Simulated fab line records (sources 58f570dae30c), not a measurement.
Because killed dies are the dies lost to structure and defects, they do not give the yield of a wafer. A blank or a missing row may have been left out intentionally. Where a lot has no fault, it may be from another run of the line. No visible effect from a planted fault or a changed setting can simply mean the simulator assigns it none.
fab line records	flow berkeleyCmos170	part 1 of 2: steps 1 to 26 of 36
[record] lots = 5	wafers = 15	lastDay = 11
route steps=331 shown V1@263 M2@271 V2@292
lots that met no fault: taken from a fault-free run of the same line
startH: the number of hours between the record's first day and the start of the first shown wafer of the lot	waitH: time in hours since the lot's previous step	" as in the row above	L1.1+2: a row that stands for several wafers	- no value present, or no start provided	* or withheld: withheld	< > ~ a bound
route shown NAME@n: NAME is a module with steps in the file, n the number in the route of the first one	usual: mean/standard deviation taken from wafers without a fault	same: alike in all rows	chamber/n: place in a boat	sites: per-site readings	_std_site: how widely they spread, as a standard deviation	_edge_site: the outer-site mean with the inner-site mean subtracted	radiusMm: how far each site lies from the wafer's centre	mask NAME#n: copy n	behind: the tool/chamber that last shaped the wafer	hold: what put the lot on hold/how long, in hours/how the hold closed	device: the n, p or np transistor that did not switch	end of line: the tests these same wafers got at the end of their route	step lacking rows: just its recipe	killed: the dies lost at the first sort to structure and to defects; this is not the yield of the wafer	map: dies across one wafer; x = killed, . = not, _ = none there
set.NAME: setting as actually run; set.NAME@STEP: the setting as run at that earlier step	model.NAME: the simulator's own value behind a step, which no gauge read
certain route steps with their lots: each step a table, each wafer a row
services: a tool's chamber out of use, with start hour (startH, from the record's first day; less than 0 if before it), hours out, and reason
[[steps]]
[step UCB170_V1_EXPOSE_09]
[recipe] maskId = VIA1	targetCdNm = 700	na = 0.5	sigmaOuter = 0.6	sourceShape = conventional	doseMj = 37
lot.wafer	tool	chamber	startH	waitH	mask
L074.2+5+6	krfScanner-01	0	164.69	0.2	VIA1#0
L079.2+3+4	krfScanner-01	0	192.21	0.2	VIA1#0
L080.1+2+6	krfScanner-02	0	192.60	0.1	VIA1#0
L085.2+3+4	krfScanner-02	0	215.88	0.2	VIA1#0
L091.1+3+4	krfScanner-02	0	239.03	0.2	VIA1#0
[step UCB170_V1_PEB_10]
[recipe] pebTempC = 130	pebTimeS = withheld	resist = KrF
[usual] chillPlateTempC = 23.01/0.11
lot.wafer	tool	chamber	startH	waitH	chillPlateTempC
L074.2	lithoTrack-03	0	165.02	0.3	22.84
L074.5	"	0	"	"	22.88
L074.6	"	0	"	"	22.75
L079.2	lithoTrack-03	0	193.05	0.8	22.99
L079.3	"	0	"	"	23.15
L079.4	"	0	"	"	22.90
L080.1	lithoTrack-02	0	193.33	0.7	23.00
L080.2	"	0	"	"	23.05
L080.6	"	0	"	"	23.03
L085.2	lithoTrack-01	0	216.00	0.1	23.11
L085.3	"	0	"	"	23.22
L085.4	"	0	"	"	23.08
L091.1	lithoTrack-01	0	239.36	0.3	22.99
L091.3	"	0	"	"	22.93
L091.4	"	0	"	"	23.01
[step UCB170_V1_DEVELOP_11]
[recipe] developer = TMAH	developTimeS = 45	resist = KrF	devTempC = 21
[usual] chillPlateTempC = 23.00/0.1
lot.wafer	tool	chamber	startH	waitH	chillPlateTempC
L074.2	lithoTrack-03	0	-	-	22.93
L074.5	"	0	"	"	23.06
L074.6	"	0	"	"	22.97
L079.2	lithoTrack-03	0	-	-	23.11
L079.3	"	0	"	"	23.06
L079.4	"	0	"	"	22.86
L080.1	lithoTrack-02	0	-	-	23.13
L080.2	"	0	"	"	23.01
L080.6	"	0	"	"	22.96
L085.2	lithoTrack-01	0	-	-	22.97
L085.3	"	0	"	"	23.07
L085.4	"	0	"	"	22.96
L091.1	lithoTrack-01	0	-	-	23.04
L091.3	"	0	"	"	23.14
L091.4	"	0	"	"	22.88
[step UCB170_V1_CD_MEAS_12]
[recipe] targetCdNm = 700
[usual] cdNm = 699.6/1.3
lot.wafer	tool	chamber	startH	waitH	cdNm
L074.2	cdSem-01	-	165.29	-	701.8
L074.5	"	-	"	"	699.7
L074.6	"	-	"	"	701.3
L079.2	cdSem-02	-	193.32	-	698.4
L079.3	"	-	"	"	698.3
L079.4	"	-	"	"	698.2
L080.1	cdSem-02	-	193.60	-	699.0
L080.2	"	-	"	"	699.0
L080.6	"	-	"	"	700.5
L085.2	cdSem-02	-	216.27	-	698.6
L085.3	"	-	"	"	699.8
L085.4	"	-	"	"	700.1
L091.1	cdSem-02	-	239.64	-	699.3
L091.3	"	-	"	"	700.3
L091.4	"	-	"	"	700.0
[step UCB170_V1_OVL_MEAS_13]
[usual] V1_OVL = 0/6
lot.wafer	tool	chamber	startH	waitH	V1_OVL[nm]
L074.2	overlay-01	-	165.40	0.1	5
L074.5	"	-	"	"	15
L074.6	"	-	"	"	6
L079.2	overlay-01	-	193.42	0.1	-2
L079.3	"	-	"	"	-12
L079.4	"	-	"	"	6
L080.1	overlay-01	-	193.72	0.1	-3
L080.2	"	-	"	"	-15
L080.6	"	-	"	"	-5
L085.2	overlay-01	-	216.38	0.1	-9
L085.3	"	-	"	"	-10
L085.4	"	-	"	"	-4
L091.1	overlay-02	-	239.76	0.1	1
L091.3	"	-	"	"	-3
L091.4	"	-	"	"	6
[step UCB170_V1_ETCH_14]
[recipe] chemistry = CHF3/CF4/Ar	target = SiO2	stopOn = Al	CHF3_flow_sccm = 45	cf4FlowSccm = 15	Ar_flow_sccm = 150	pressureMtorr = 200	rfW = 700	targetDepthA = 12500	overEtchFrac = 0.25	timeS = 291
[usual] drypumpMotorCurrentA = 5.8/0.39	oesProductAu = 0.874/0.011	throttleValvePct = 6.99/0.1
lot.wafer	tool	chamber	startH	waitH	drypumpMotorCurrentA	oesProductAu	rfHoursCounterH	throttleValvePct
L074.2	rieDiel-01	0	165.43	0.0	5.9	0.865	10	6.99
L074.5	"	0	"	"	5.9	0.874	-	6.96
L074.6	"	3	"	"	5.5	0.875	-	6.97
L079.2	rieDiel-03	2	193.45	0.0	6.2	0.880	40	6.98
L079.3	"	0	"	"	5.7	0.873	97	6.75
L079.4	"	3	"	"	5.9	0.891	82	7.02
L080.1	rieDiel-03	1	193.76	0.0	6.0	0.874	4	6.96
L080.2	"	2	"	"	6.2	0.885	41	6.97
L080.6	"	3	"	"	5.9	0.885	-	7.03
L085.2	rieDiel-02	1	216.41	0.0	5.5	0.864	22	7.00
L085.3	"	2	"	"	4.8	0.866	8	7.07
L085.4	"	3	"	"	5.4	0.850	109	6.87
L091.1	rieDiel-01	1	239.79	0.0	6.5	0.863	12	7.08
L091.3	"	2	"	"	5.9	0.876	11	7.15
L091.4	"	0	"	"	5.8	0.865	14	6.98
[step UCB170_V1_STRIP_15]
[recipe] chemistry = O2	powerW = 400	pressureMtorr = 3500	platenTempC = withheld	o2FlowSccm = 400	overashFraction = 0.5
[usual] drypumpMotorCurrentA = 5.5/0.42	oesProductAu = 0.721/0.0047	stripTimeToEndpointS = 15.44/0.19
lot.wafer	tool	chamber	startH	waitH	drypumpMotorCurrentA	oesProductAu	rfHoursCounterH	stripTimeToEndpointS
L074.2	plasmaAsher-02	1	165.60	0.1	5.8	0.721	42	15.81
L074.5	"	1	"	"	5.8	0.721	-	15.86
L074.6	"	0	"	"	5.0	0.718	-	15.28
L079.2	plasmaAsher-04	1	193.63	0.1	5.5	0.719	37	15.19
L079.3	"	0	"	"	5.0	0.718	-	15.28
L079.4	"	1	"	"	5.5	0.725	-	15.49
L080.1	plasmaAsher-04	0	193.94	0.1	5.0	0.720	37	15.53
L080.2	"	1	"	"	5.5	0.730	37	15.22
L080.6	"	0	"	"	5.0	0.718	-	15.46
L085.2	plasmaAsher-04	1	216.59	0.1	5.5	0.713	41	15.53
L085.3	"	1	"	"	5.5	0.719	-	15.18
L085.4	"	0	"	"	5.1	0.733	-	15.28
L091.1	plasmaAsher-04	1	239.97	0.1	5.5	0.719	44	15.44
L091.3	"	1	"	"	5.5	0.721	-	15.31
L091.4	"	0	"	"	5.1	0.716	-	15.72
[step UCB170_V1_CD_MEAS_90]
[recipe] targetCdNm = 700
[usual] cdNm = 699.4/1.6
lot.wafer	tool	chamber	startH	waitH	cdNm
L074.2	cdSem-02	-	165.72	0.1	701.5
L074.5	"	-	"	"	700.2
L074.6	"	-	"	"	699.9
L079.2	cdSem-01	-	193.75	0.1	699.4
L079.3	"	-	"	"	698.3
L079.4	"	-	"	"	698.3
L080.1	cdSem-01	-	194.04	0.1	699.0
L080.2	"	-	"	"	699.8
L080.6	"	-	"	"	700.0
L085.2	cdSem-02	-	216.71	0.1	698.2
L085.3	"	-	"	"	701.4
L085.4	"	-	"	"	700.3
L091.1	cdSem-01	-	240.07	0.1	698.8
L091.3	"	-	"	"	699.1
L091.4	"	-	"	"	700.8
[step UCB170_M2_PRE_CLEAN_00]
[recipe] gas = Ar	precleanEtchTimeS = 60
lot.wafer	tool	chamber	startH	waitH
L074.2+5+6	pvdSputter-04	-	165.82	0.1
L079.2+3+4	pvdSputter-04	-	193.85	0.1
L080.1+2+6	pvdSputter-01	-	194.16	0.1
L085.2+3+4	pvdSputter-04	-	216.81	0.1
L091.1+3+4	pvdSputter-04	-	240.19	0.1
[step UCB170_M2_SPUTTER_01]
[recipe] material = Al	targetThkNm = 900	timeS = 120	powerW = 6000	chamberPressurePa = 0.5
[usual] throttleValvePct = 29.8/1.4
lot.wafer	tool	chamber	startH	waitH	throttleValvePct
L074.2	pvdSputter-04	-	165.89	0.0	28.6
L074.5	"	-	"	"	28.6
L074.6	"	-	"	"	28.7
L079.2	pvdSputter-04	-	193.92	0.0	30.4
L079.3	"	-	"	"	28.7
L079.4	"	-	"	"	28.6
L080.1	pvdSputter-01	-	194.22	0.0	30.8
L080.2	"	-	"	"	29.8
L080.6	"	-	"	"	31.0
L085.2	pvdSputter-04	-	216.88	0.0	28.8
L085.3	"	-	"	"	30.6
L085.4	"	-	"	"	28.6
L091.1	pvdSputter-04	-	240.26	0.0	28.6
L091.3	"	-	"	"	30.7
L091.4	"	-	"	"	28.4
[step UCB170_M2_RS_MEAS_02]
[recipe] thkMeasGauge = four-point-probe	reads = Al_of_M2_SPUTTER_01
[usual] M2_AL_RS = 0.0322/0.00042
lot.wafer	tool	chamber	startH	waitH	M2_AL_RS[ohm/sq]
L074.2	filmMetro-03	-	165.99	0.1	0.0320
L074.5	"	-	"	"	0.0321
L074.6	"	-	"	"	0.0320
L079.2	filmMetro-02	-	194.02	0.1	0.0326
L079.3	"	-	"	"	0.0324
L079.4	"	-	"	"	0.0328
L080.1	filmMetro-04	-	194.31	0.0	0.0324
L080.2	"	-	"	"	0.0326
L080.6	"	-	"	"	0.0323
L085.2	filmMetro-02	-	216.98	0.1	0.0328
L085.3	"	-	"	"	0.0324
L085.4	"	-	"	"	0.0319
L091.1	filmMetro-03	-	240.34	0.0	0.0323
L091.3	"	-	"	"	0.0323
L091.4	"	-	"	"	0.0318
[step UCB170_M2_THK_MEAS_03]
[recipe] thkMeasGauge = xrf	reads = Al_of_M2_SPUTTER_01
[usual] M2_AL_THK = 907/13
lot.wafer	tool	chamber	startH	waitH	M2_AL_THK[nm]
L074.2	filmMetro-03	-	166.10	0.1	914
L074.5	"	-	"	"	912
L074.6	"	-	"	"	912
L079.2	filmMetro-02	-	194.13	0.1	899
L079.3	"	-	"	"	897
L079.4	"	-	"	"	892
L080.1	filmMetro-04	-	194.43	0.1	901
L080.2	"	-	"	"	897
L080.6	"	-	"	"	905
L085.2	filmMetro-02	-	217.09	0.1	889
L085.3	"	-	"	"	901
L085.4	"	-	"	"	914
L091.1	filmMetro-03	-	240.46	0.1	903
L091.3	"	-	"	"	903
L091.4	"	-	"	"	918
[step UCB170_M2_HMDS_04]
[recipe] primeTimeS = 60	primeTempC = 100
[usual] chillPlateTempC = 23.01/0.1
lot.wafer	tool	chamber	startH	waitH	chillPlateTempC
L074.2	lithoTrack-04	0	166.18	0.1	22.96
L074.5	"	0	"	"	23.12
L074.6	"	0	"	"	22.92
L079.2	lithoTrack-04	0	194.20	0.1	23.04
L079.3	"	0	"	"	23.08
L079.4	"	0	"	"	23.13
L080.1	lithoTrack-04	0	194.63	0.2	23.01
L080.2	"	0	"	"	22.84
L080.6	"	0	"	"	23.07
L085.2	lithoTrack-02	0	217.16	0.1	22.94
L085.3	"	0	"	"	23.07
L085.4	"	0	"	"	23.04
L091.1	lithoTrack-02	0	240.69	0.2	22.98
L091.3	"	0	"	"	22.93
L091.4	"	0	"	"	23.01
[step UCB170_M2_COAT_05]
[recipe] resist = KrF	spinRpm = 1500	resistThkNm = 900
[usual] chillPlateTempC = 22.99/0.1
lot.wafer	tool	chamber	startH	waitH	chillPlateTempC
L074.2	lithoTrack-04	0	166.33	0.1	23.12
L074.5	"	0	"	"	23.07
L074.6	"	0	"	"	23.08
L079.2	lithoTrack-04	0	194.35	0.1	23.09
L079.3	"	0	"	"	22.83
L079.4	"	0	"	"	22.95
L080.1	lithoTrack-04	0	194.78	0.1	23.07
L080.2	"	0	"	"	23.15
L080.6	"	0	"	"	23.03
L085.2	lithoTrack-02	0	217.31	0.1	22.91
L085.3	"	0	"	"	23.04
L085.4	"	0	"	"	23.13
L091.1	lithoTrack-02	0	240.84	0.1	23.21
L091.3	"	0	"	"	23.06
L091.4	"	0	"	"	23.04
[step UCB170_M2_SOFTBAKE_06]
[recipe] resist = KrF	tempC = 130	timeS = 60
[usual] chillPlateTempC = 23.01/0.12
lot.wafer	tool	chamber	startH	waitH	chillPlateTempC
L074.2	lithoTrack-04	0	166.48	0.1	23.03
L074.5	"	0	"	"	23.00
L074.6	"	0	"	"	22.83
L079.2	lithoTrack-04	0	194.50	0.1	22.94
L079.3	"	0	"	"	22.99
L079.4	"	0	"	"	22.99
L080.1	lithoTrack-04	0	194.93	0.1	23.20
L080.2	"	0	"	"	23.09
L080.6	"	0	"	"	23.00
L085.2	lithoTrack-02	0	217.46	0.1	22.87
L085.3	"	0	"	"	22.94
L085.4	"	0	"	"	22.79
L091.1	lithoTrack-02	0	240.99	0.1	23.08
L091.3	"	0	"	"	23.07
L091.4	"	0	"	"	23.01
[step UCB170_M2_STRIP_07]
[recipe] chemistry = O2	powerW = 400	pressureMtorr = 3500	platenTempC = withheld	o2FlowSccm = 400	overashFraction = 0.5
[usual] drypumpMotorCurrentA = 5.4/0.33	oesProductAu = 0.735/0.0043	stripTimeToEndpointS = 21.98/0.069
lot.wafer	tool	chamber	startH	waitH	drypumpMotorCurrentA	oesProductAu	rfHoursCounterH	stripTimeToEndpointS
L074.2	plasmaAsher-02	0	166.60	0.1	5.0	0.728	42	22.08
L074.5	"	1	"	"	5.8	0.735	-	22.10
L074.6	"	0	"	"	5.0	0.734	-	22.05
L079.2	plasmaAsher-04	0	194.63	0.1	5.0	0.736	38	22.05
L079.3	"	1	"	"	5.5	0.733	-	22.02
L079.4	"	0	"	"	5.0	0.732	-	21.99
L080.1	plasmaAsher-02	0	195.08	0.1	5.0	0.737	45	22.11
L080.2	"	1	"	"	5.8	0.734	45	22.13
L080.6	"	1	"	"	5.8	0.726	-	22.06
L085.2	plasmaAsher-02	0	217.59	0.1	5.0	0.745	48	21.92
L085.3	"	0	"	"	5.0	0.736	-	21.94
L085.4	"	1	"	"	5.9	0.735	-	21.97
L091.1	plasmaAsher-04	0	241.14	0.1	5.1	0.727	44	21.91
L091.3	"	0	"	"	5.1	0.730	-	21.88
L091.4	"	1	"	"	5.5	0.741	-	21.95
[step UCB170_M2_STRIP_08]
[recipe] chemistry = DMSO	tempC = 80	timeS = 600	material = KrF
lot.wafer	tool	chamber	startH	waitH
L074.2+5+6	wetBench-03	1	166.70	0.1
L079.2+3+4	wetBench-03	0	194.73	0.1
L080.1+2+6	wetBench-03	1	195.40	0.3
L085.2+3+4	wetBench-02	2	217.79	0.2
L091.1+3+4	wetBench-02	3	241.24	0.1
[step UCB170_M2_COAT_09]
[recipe] resist = BARC	tempC = withheld	timeS = withheld	spinRpm = 3000	resistThkNm = withheld
[usual] chillPlateTempC = *
lot.wafer	tool	chamber	startH	waitH	chillPlateTempC
L074.2	lithoTrack-03	0	166.90	0.0	*
L074.5	"	0	"	"	*
L074.6	"	0	"	"	*
L079.2	lithoTrack-03	0	195.05	0.1	*
L079.3	"	0	"	"	*
L079.4	"	0	"	"	*
L080.1	lithoTrack-03	0	195.58	0.0	*
L080.2	"	0	"	"	*
L080.6	"	0	"	"	*
L085.2	lithoTrack-03	0	217.99	0.0	*
L085.3	"	0	"	"	*
L085.4	"	0	"	"	*
L091.1	lithoTrack-02	0	242.04	0.6	*
L091.3	"	0	"	"	*
L091.4	"	0	"	"	*
[step UCB170_M2_COAT_10]
[recipe] resist = KrF	spinRpm = 1500	resistThkNm = 900
[usual] chillPlateTempC = 22.97/0.11
lot.wafer	tool	chamber	startH	waitH	chillPlateTempC
L074.2	lithoTrack-03	0	-	-	23.01
L074.5	"	0	"	"	22.84
L074.6	"	0	"	"	22.96
L079.2	lithoTrack-03	0	-	-	22.85
L079.3	"	0	"	"	22.75
L079.4	"	0	"	"	22.90
L080.1	lithoTrack-03	0	-	-	23.13
L080.2	"	0	"	"	23.04
L080.6	"	0	"	"	23.06
L085.2	lithoTrack-03	0	-	-	23.06
L085.3	"	0	"	"	22.99
L085.4	"	0	"	"	22.92
L091.1	lithoTrack-02	0	-	-	22.94
L091.3	"	0	"	"	23.09
L091.4	"	0	"	"	22.86
[step UCB170_M2_SOFTBAKE_11]
[recipe] resist = KrF	tempC = 130	timeS = 60
[usual] chillPlateTempC = 23.01/0.1
lot.wafer	tool	chamber	startH	waitH	chillPlateTempC
L074.2	lithoTrack-03	0	-	-	22.90
L074.5	"	0	"	"	22.98
L074.6	"	0	"	"	23.01
L079.2	lithoTrack-03	0	-	-	23.01
L079.3	"	0	"	"	23.22
L079.4	"	0	"	"	23.08
L080.1	lithoTrack-03	0	-	-	22.96
L080.2	"	0	"	"	22.88
L080.6	"	0	"	"	22.98
L085.2	lithoTrack-03	0	-	-	22.91
L085.3	"	0	"	"	22.85
L085.4	"	0	"	"	22.88
L091.1	lithoTrack-02	0	-	-	23.07
L091.3	"	0	"	"	23.08
L091.4	"	0	"	"	22.89
[step UCB170_M2_EXPOSE_12]
[recipe] maskId = METAL2	targetCdNm = 700	na = 0.5	sigmaOuter = 0.6	sourceShape = conventional	doseMj = 26
lot.wafer	tool	chamber	startH	waitH	mask
L074.2+5+6	krfScanner-02	0	167.50	-	METAL2#0
L079.2+3+4	krfScanner-01	0	195.49	-	METAL2#0
L080.1+2+6	krfScanner-02	0	196.03	-	METAL2#0
L085.2+3+4	krfScanner-01	0	218.44	-	METAL2#0
L091.1+3+4	krfScanner-02	0	243.80	-	METAL2#0
[step UCB170_M2_PEB_13]
[recipe] pebTempC = 130	pebTimeS = withheld	resist = KrF
[usual] chillPlateTempC = 23.01/0.11
lot.wafer	tool	chamber	startH	waitH	chillPlateTempC
L074.2	lithoTrack-03	0	167.78	0.3	22.89
L074.5	"	0	"	"	23.02
L074.6	"	0	"	"	22.95
L079.2	lithoTrack-04	0	195.70	0.2	23.02
L079.3	"	0	"	"	22.95
L079.4	"	0	"	"	22.89
L080.1	lithoTrack-04	0	196.50	0.5	23.05
L080.2	"	0	"	"	22.98
L080.6	"	0	"	"	22.97
L085.2	lithoTrack-03	0	218.56	0.1	23.19
L085.3	"	0	"	"	22.98
L085.4	"	0	"	"	23.25
L091.1	lithoTrack-03	0	243.92	0.1	23.10
L091.3	"	0	"	"	23.00
L091.4	"	0	"	"	22.93
[step UCB170_M2_DEVELOP_14]
[recipe] developer = TMAH	developTimeS = 45	resist = KrF	devTempC = 21
[usual] chillPlateTempC = 23.00/0.1
lot.wafer	tool	chamber	startH	waitH	chillPlateTempC
L074.2	lithoTrack-03	0	-	-	23.03
L074.5	"	0	"	"	22.92
L074.6	"	0	"	"	22.83
L079.2	lithoTrack-04	0	-	-	23.09
L079.3	"	0	"	"	23.01
L079.4	"	0	"	"	23.17
L080.1	lithoTrack-04	0	-	-	23.00
L080.2	"	0	"	"	23.06
L080.6	"	0	"	"	23.10
L085.2	lithoTrack-03	0	-	-	23.19
L085.3	"	0	"	"	23.21
L085.4	"	0	"	"	23.03
L091.1	lithoTrack-03	0	-	-	22.99
L091.3	"	0	"	"	22.96
L091.4	"	0	"	"	22.82
[step UCB170_M2_CD_MEAS_15]
[recipe] targetCdNm = 700
[usual] cdNm = 700.6/1.3
lot.wafer	tool	chamber	startH	waitH	cdNm
L074.2	cdSem-02	-	168.05	-	701.2
L074.5	"	-	"	"	700.5
L074.6	"	-	"	"	700.5
L079.2	cdSem-02	-	195.97	-	700.1
L079.3	"	-	"	"	700.6
L079.4	"	-	"	"	699.7
L080.1	cdSem-02	-	196.78	-	703.4
L080.2	"	-	"	"	703.7
L080.6	"	-	"	"	703.2
L085.2	cdSem-01	-	218.83	-	699.2
L085.3	"	-	"	"	701.1
L085.4	"	-	"	"	698.4
L091.1	cdSem-01	-	244.23	-	698.7
L091.3	"	-	"	"	699.1
L091.4	"	-	"	"	698.6
[step UCB170_M2_OVL_MEAS_16]
[usual] M2_OVL = 3/6
lot.wafer	tool	chamber	startH	waitH	M2_OVL[nm]
L074.2	overlay-01	-	168.15	0.1	3
L074.5	"	-	"	"	3
L074.6	"	-	"	"	1
L079.2	overlay-02	-	196.08	0.1	-2
L079.3	"	-	"	"	4
L079.4	"	-	"	"	-2
L080.1	overlay-01	-	196.90	0.1	-1
L080.2	"	-	"	"	2
L080.6	"	-	"	"	2
L085.2	overlay-01	-	218.94	0.1	-1
L085.3	"	-	"	"	-4
L085.4	"	-	"	"	2
L091.1	overlay-02	-	244.35	0.1	9
L091.3	"	-	"	"	5
L091.4	"	-	"	"	9
[step UCB170_M2_ETCH_17]
[recipe] chemistry = N2/H2	targetDepthA = withheld	overetchA = withheld	target = BARC	timeS = withheld	sourceW = 500	biasW = 100	pressureMtorr = 30	n2FlowSccm = 100	h2FlowSccm = 200
[usual] drypumpMotorCurrentA = 5.7/0.4	oesProductAu = 0.996/0.02	throttleValvePct = 13.30/0.14
lot.wafer	tool	chamber	startH	waitH	drypumpMotorCurrentA	oesProductAu	throttleValvePct
L074.2	rieDiel-04	2	168.18	0.0	5.5	0.990	13.12
L074.5	"	2	"	"	5.5	0.989	13.12
L074.6	"	1	"	"	5.6	1.010	13.42
L079.2	rieDiel-04	2	196.11	0.0	5.5	0.982	13.11
L079.3	"	3	"	"	6.1	0.970	13.28
L079.4	"	0	"	"	6.2	1.036	13.19
L080.1	rieDiel-04	0	196.93	0.0	6.1	1.031	13.21
L080.2	"	1	"	"	5.7	1.005	13.44
L080.6	"	1	"	"	5.7	0.998	13.43
L085.2	rieDiel-02	2	218.97	0.0	4.8	0.998	13.45
L085.3	"	1	"	"	5.5	1.006	13.29
L085.4	"	3	"	"	5.5	0.997	13.26
L091.1	rieDiel-03	1	244.39	0.0	5.9	0.967	13.45
L091.3	"	0	"	"	5.7	0.998	13.06
L091.4	"	0	"	"	5.7	0.991	13.07
